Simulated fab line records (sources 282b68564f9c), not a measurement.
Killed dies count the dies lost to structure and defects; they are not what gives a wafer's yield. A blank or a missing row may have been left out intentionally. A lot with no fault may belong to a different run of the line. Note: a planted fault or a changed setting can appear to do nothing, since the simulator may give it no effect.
Comparing a struck lot with a sound one / flow ritCmos / 15 out of 202 route steps
Sound: these wafers, L440.2, L440.4, L440.5. Struck: wafer L450.1 (L450.2, L450.6, from the same lot, were not struck and are left out); the cause is given at the end.
For every step that has rows: the tool of each side, followed by ch and its chambers, followed by its first start. Under that, the readings that differ: sound wafers / struck wafers / difference of the means / sigmas: that difference in standard deviations of wafers without a fault.
alike: same words and numbers on both sides, and readings whose means sit less than 2 such deviations apart. not compared: any withheld reading, any reading some wafer has no value for, any bound like >300 that may hide the same value, and any number with overlapping values for which the record gives no deviation.
Wherever a step has rows on one side only, a row that says differs or no value, or a row with sigmas, the two part there. When numbers do not overlap yet have no deviation, they are printed without sigmas and do not part them. A reading missing from all wafers of one side parts the sides only when that side holds two or more wafers.

RIT_GATE_THK_MEAS_07:
  sound: filmMetro-01 at day 3 00:43; struck: filmMetro-02 at day 5 03:21
reading=GATE_OXIDE_THK (nm); sound=3.02 3.02 3.03; struck=2.86; difference=-0.16; sigmas=-3
then, 1 step without rows for these wafers: RIT_GATE_CVD_08 (deposits poly-Si from SiH4, target thk 250 nm, time 2220 s).
RIT_GATE_THK_MEAS_09:
  sound: filmMetro-01 at day 3 02:23; struck: filmMetro-01 at day 5 06:11
  alike: GATE_POLY_THK
then, 6 steps without rows for these wafers: RIT_GATE_HMDS_10 (prime time 60 s); RIT_GATE_COAT_11 (resist thk 850 nm); RIT_GATE_SOFTBAKE_12 (time 60 s); RIT_GATE_EXPOSE_13 (exposes mask M6, target cd 150 nm); RIT_GATE_PEB_14; RIT_GATE_DEVELOP_15 (develop time 50 s).
RIT_GATE_CD_MEAS_16: target cd 150 nm.
  sound: cdSem-01 at day 3 03:19; struck: cdSem-01 at day 5 07:06
  alike: cdNm
RIT_GATE_OVL_MEAS_17:
  sound: overlay-01 at day 3 03:25; struck: overlay-02 at day 5 07:13
  alike: GATE_OVL
then, 1 step without rows for these wafers: RIT_GATE_HARDBAKE_18 (time 60 s).
RIT_GATE_ETCH_19: etches poly-Si in SF6/CHF3/O2, stops on SiO2, time 168.1 s, target depth 312.5 nm.
  sound on rieSi-01 ch 0,3, day 3 03:38; struck on rieSi-01 ch 0, day 5 07:26
reading=overEtchFrac; sound=0.25 0.25 0.25; struck=0.31123; difference=+0.06123; sigmas=
reading=model.NOVOLAK_of_GATE_COAT_11.thkNm (nm); sound=674.8 668.5 672.4; struck=666; difference=-6; sigmas=
  alike: O2_flow_sccm, drypumpMotorCurrentA, oesProductAu, throttleValvePct
  not compared: rfHoursCounterH
RIT_GATE_STRIP_20: strips in O2, time 180 s.
  sound on plasmaAsher-02 ch 0,1, day 3 03:45; struck on plasmaAsher-04 ch 1, day 5 07:33
  alike: drypumpMotorCurrentA
  not compared: rfHoursCounterH
RIT_M1_PROBE_99:
  record: rows for the struck wafers here (prober-01, day 6 03:00), none for the sound ones

== WHERE THEY PART ==
First at RIT_GATE_THK_MEAS_07; last, within this record, at RIT_M1_PROBE_99.

WHY: what the simulator had put in
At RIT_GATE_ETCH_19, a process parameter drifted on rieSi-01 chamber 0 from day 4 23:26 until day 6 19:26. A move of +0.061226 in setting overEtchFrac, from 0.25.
